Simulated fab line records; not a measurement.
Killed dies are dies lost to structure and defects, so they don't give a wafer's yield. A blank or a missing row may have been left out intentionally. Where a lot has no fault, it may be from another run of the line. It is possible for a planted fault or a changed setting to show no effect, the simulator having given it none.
Problem report in the 8D (eight disciplines) form, filled by code :: flow berkeleyCmos170 :: the parts of the form that need people (team, actions taken, sign-off) are left out

1. WHAT WENT WRONG
Mean of rfFwdPowerW at UCB170_M3_METAL_ETCH_18: 667.8 W across 2 wafers in 2 lots; on wafers with no fault it is 598.2 W (standard deviation 1.7). That puts it +41 standard deviations away from the usual mean.
The step: etches Al in Cl2/BCl3, stops on SiO2, target depth 1170 nm, time 195 s.
First seen on wafer L521.1, day 9 11:23, on rieMetal-01. Wafers with a number at this step in the record: 42, from 14 lots. By rule, "out" or "out of limits" means more than 4 standard deviations away from the usual mean. The other wafers with a number count as sound.

2. WHAT THIS IS AND IS NOT
question: which readings at this step
is: rfFwdPowerW
is not: drypumpMotorCurrentA, oesProductAu, throttleValvePct

question: which lots
is: L521, L522
is not: L514, L515, L516, L518, L519, L524, L526, L529, L531, L534, L536, L537

question: which wafers of those lots
is: L521.1, L522.2
is not: L521.3, L521.5, L522.1, L522.3

question: read on which tools
is: rieMetal-01
is not: rieMetal-03, rieMetal-04

question: when
is: from day 9 11:23
is not: up to then (17 sound wafers); but 23 sound wafers of L522, L524, L526, L529, L531, L534, L536, L537 came after

3. THE SUSPECTS, EACH WITH WHAT RULES IT OUT
Counting: a tool at a process step up to the reading stays a suspect if it ran every lot that is out. Sound lots after the first of them don't rule it out here, since some wafers of a struck lot are sound.
- rieMetal-01 at UCB170_M3_METAL_ETCH_18 (etches Al in Cl2/BCl3, stops on SiO2, target depth 1170 nm, time 195 s): kept. Every lot that is out went through it, the first being L521 (day 9 11:23); the last sound lot it ran before that was L518 (day 8 16:31). On those wafers its own readings are out: rfFwdPowerW.
- Within rieMetal-01 at UCB170_M3_METAL_ETCH_18, the wafers that are out were processed in chamber 0 and their sound lot-mates in chamber 1.
Remaining after the count: rieMetal-01 at UCB170_M3_METAL_ETCH_18.

4. THE CAUSE (what the simulator had put in)
rieMetal-01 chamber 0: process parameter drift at UCB170_M3_METAL_ETCH_18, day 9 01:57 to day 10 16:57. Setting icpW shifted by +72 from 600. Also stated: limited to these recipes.
Only this tool survived the counting.

5. THE CHAIN OF EFFECTS, in route order
Rows list readings where the struck wafers' mean (over those with a number) sits beyond 3 standard deviations from the usual. Scope: only readings with a usual standard deviation given in the record; hours: median across lots of the time from each lot's start at the first step in this table that gives one to its start at this step; sigmas: change in usual standard deviations.
hours: 0
step: UCB170_M3_METAL_ETCH_18
reading: rfFwdPowerW
usual: 598.2 W
on struck wafers: 667.8
change: +69.6
sigmas: +41

hours: 0
step: UCB170_M3_STRIP_19
reading: oesProductAu
usual: 0.544 a.u.
on struck wafers: 0.475
change: -0.070
sigmas: -4.3
Its process steps:
- UCB170_M3_METAL_ETCH_18: etches Al in Cl2/BCl3, stops on SiO2, target depth 1170 nm, time 195 s.
- UCB170_M3_STRIP_19: strips in O2.

6. HOW IT WOULD HAVE BEEN CAUGHT EARLIER
First out-of-limits reading in this record: day 9 11:23, which is 9 hours after fault onset at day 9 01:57.
